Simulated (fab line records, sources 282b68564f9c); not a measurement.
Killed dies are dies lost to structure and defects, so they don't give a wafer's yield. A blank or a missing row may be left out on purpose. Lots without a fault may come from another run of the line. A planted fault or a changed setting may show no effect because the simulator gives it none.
A struck lot beside a sound one | flow rit_cmos | 15 steps out of a route of 202
Sound: wafers L269.2, L269.3, L269.5. Struck: wafers L268.2, L268.4, L268.5. The cause comes at the end.
At each step with rows: each side's tool, then ch and its chambers, then its first start. Under that, the readings that differ: sound wafers | struck wafers | difference of the means | sigmas: that difference in standard deviations of wafers without a fault.
alike: readings whose means differ by less than 2 such deviations, and words and numbers that are the same on both sides. not compared: withheld readings, readings that some wafer has no value for, bounds like >300 that may hide the same value, and numbers for which the record gives no deviation and whose values overlap.
The two part at a step that has a row with sigmas, a row that says differs or no value, or rows on one side only. Numbers that don't overlap but have no deviation are shown without sigmas and don't part them. A reading that every wafer of one side lacks parts them only if that side has two wafers or more.

RIT_CONTACT_CVD_00: deposits SiO2 from TEOS, target thk 400 nm, time 61 s.
  sound on pecvd-01 ch 1,2, day 7 15:23; struck on pecvd-02 ch 0,1,2, day 8 01:50
  alike: heater_power_w
RIT_CONTACT_THK_MEAS_01:
  sound on film_metro-04, day 7 15:27; struck on film_metro-03, day 8 01:54
  alike: CONTACT_TEOS_THK
then, 6 steps without rows for these wafers: RIT_CONTACT_HMDS_02 (prime time 60 s); RIT_CONTACT_COAT_03 (resist thk 1000 nm); RIT_CONTACT_SOFTBAKE_04 (time 60 s); RIT_CONTACT_EXPOSE_05 (exposes mask M11, target cd 1000 nm); RIT_CONTACT_PEB_06; RIT_CONTACT_DEVELOP_07 (develop time 120 s).
RIT_CONTACT_CD_MEAS_08: target cd 1000 nm.
  sound on cd_sem-01, day 7 16:37; struck on cd_sem-02, day 8 02:56
  alike: cd_nm
RIT_CONTACT_OVL_MEAS_09:
  sound on overlay-01, day 7 16:43; struck on overlay-02, day 8 03:03
  alike: CONTACT_OVL
then, 1 step without rows for these wafers: RIT_CONTACT_HARDBAKE_10 (time 60 s).
RIT_CONTACT_ETCH_11: etches SiO2 in CHF3/CF4/Ar, stops on TiSi2, target depth 480 nm, time 320 s.
  sound on rie_diel-04 ch 1,3, day 7 16:54; struck on rie_diel-02 ch 0,2, day 8 03:14
  alike: drypump_motor_current_A, oes_product_au, throttle_valve_pct
  not compared: rf_hours_counter_h
RIT_CONTACT_STRIP_12: strips in O2, time 180 s.
  sound on plasma_asher-01 ch 0,1, day 7 17:06; struck on plasma_asher-03 ch 0, day 8 03:25
  reading          | sound                | struck               | difference | sigmas
  run_length_s (s) | 208.04 208.56 208.35 | 291.95 292.18 291.94 | +83.71     | +99 or more
  alike: drypump_motor_current_A
  not compared: rf_hours_counter_h
RIT_CONTACT_CD_MEAS_90: target cd 1000 nm.
  sound on cd_sem-01, day 7 17:17; struck on cd_sem-02, day 8 03:37
  alike: cd_nm
RIT_M1_PROBE_99:
  sound on prober-01, day 7 22:25; struck on prober-02, day 8 08:10
  alike: killed_at_contacts, killed_at_front_end, killed_dies, killed_open, killed_short

WHERE THEY PART
Only at RIT_CONTACT_STRIP_12, within this record. Later steps at which nothing parts them and some readings are alike: RIT_CONTACT_CD_MEAS_90, RIT_M1_PROBE_99.

WHY: what the simulator had put in
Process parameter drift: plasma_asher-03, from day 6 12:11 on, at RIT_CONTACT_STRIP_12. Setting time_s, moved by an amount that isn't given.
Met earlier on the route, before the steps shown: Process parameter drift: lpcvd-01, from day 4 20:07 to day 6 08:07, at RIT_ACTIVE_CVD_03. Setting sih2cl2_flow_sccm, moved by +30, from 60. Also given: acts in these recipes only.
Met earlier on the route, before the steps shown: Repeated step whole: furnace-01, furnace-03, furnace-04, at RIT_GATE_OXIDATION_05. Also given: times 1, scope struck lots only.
